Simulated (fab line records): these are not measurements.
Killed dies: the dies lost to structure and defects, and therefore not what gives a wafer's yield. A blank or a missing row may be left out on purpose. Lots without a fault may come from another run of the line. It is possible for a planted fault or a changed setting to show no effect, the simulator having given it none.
Split-lot experiment    flow berkeley_cmos170    route with 331 steps; 5 lots, 23 wafers read

## ABOUT THE SPLIT
At UCB170_GATE_CVD_04 (deposits poly-Si from SiH4, time 1440 s, target thk 214 nm), the setting time_s was moved away from the recipe's 1440 s on 15 of the 23 wafers read, by -13.1% to +9.4%. This setting was run at the recipe's value on the other wafers.

## FROM THE SPLIT TO THE READING: what the file shows between them, 1 step
- UCB170_GATE_ETCH_14: etches BARC in N2/H2 (also split here: source_w)

## THE READING
oes_product_au, in a.u., at UCB170_GATE_ETCH_15 (etches poly-Si in HBr/Cl2, stops on SiO2, time 56.3 s, target depth 278.2 nm). Fault-free wafers of this fab line usually give 0.826 a.u., standard deviation 0.012 a.u.

wafer   tool, chamber at the split  time_s as run, s  against the recipe  oes_product_au, a.u.  against lot-mates on the recipe
L075.1  -, -                        1546              +7.4%               0.873                 no lot-mate on the recipe
L075.3  -, -                        1546              +7.4%               0.893                 no lot-mate on the recipe
L075.4  -, -                        1546              +7.4%               0.877                 no lot-mate on the recipe
L075.5  -, -                        1546              +7.4%               0.862                 no lot-mate on the recipe
L075.6  -, -                        1546              +7.4%               0.850                 no lot-mate on the recipe
L078.1  lpcvd-01, 1                 1440              recipe              0.835                 -
L078.5  lpcvd-01, 1                 1440              recipe              0.833                 -
L078.6  lpcvd-01, 1                 1440              recipe              0.818                 -
L082.1  -, -                        1576              +9.4%               0.896                 no lot-mate on the recipe
L082.2  -, -                        1576              +9.4%               0.873                 no lot-mate on the recipe
L082.3  -, -                        1576              +9.4%               0.866                 no lot-mate on the recipe
L082.5  -, -                        1576              +9.4%               0.878                 no lot-mate on the recipe
L082.6  -, -                        1576              +9.4%               0.891                 no lot-mate on the recipe
L084.1  -, -                        1252              -13.1%              0.746                 no lot-mate on the recipe
L084.2  -, -                        1252              -13.1%              0.764                 no lot-mate on the recipe
L084.3  -, -                        1252              -13.1%              0.751                 no lot-mate on the recipe
L084.4  -, -                        1252              -13.1%              0.759                 no lot-mate on the recipe
L084.6  -, -                        1252              -13.1%              0.747                 no lot-mate on the recipe
L085.1  -, -                        1440              recipe              0.832                 -
L085.2  -, -                        1440              recipe              0.837                 -
L085.4  -, -                        1440              recipe              0.810                 -
L085.5  -, -                        1440              recipe              0.819                 -
L085.6  -, -                        1440              recipe              0.817                 -

FIT RESULTS
A straight line over all 23 wafers: oes_product_au changes by +0.00571 a.u. for each +1% of time_s; r = +0.97; the points scatter about the line by 0.011 a.u.
Too few moved wafers with a lot-mate on the recipe to fit a line net of each lot's own level.

## THE FILE'S OWN FIT
oes_product_au changes by +0.00572 a.u. for each +1% of time_s, r = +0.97.
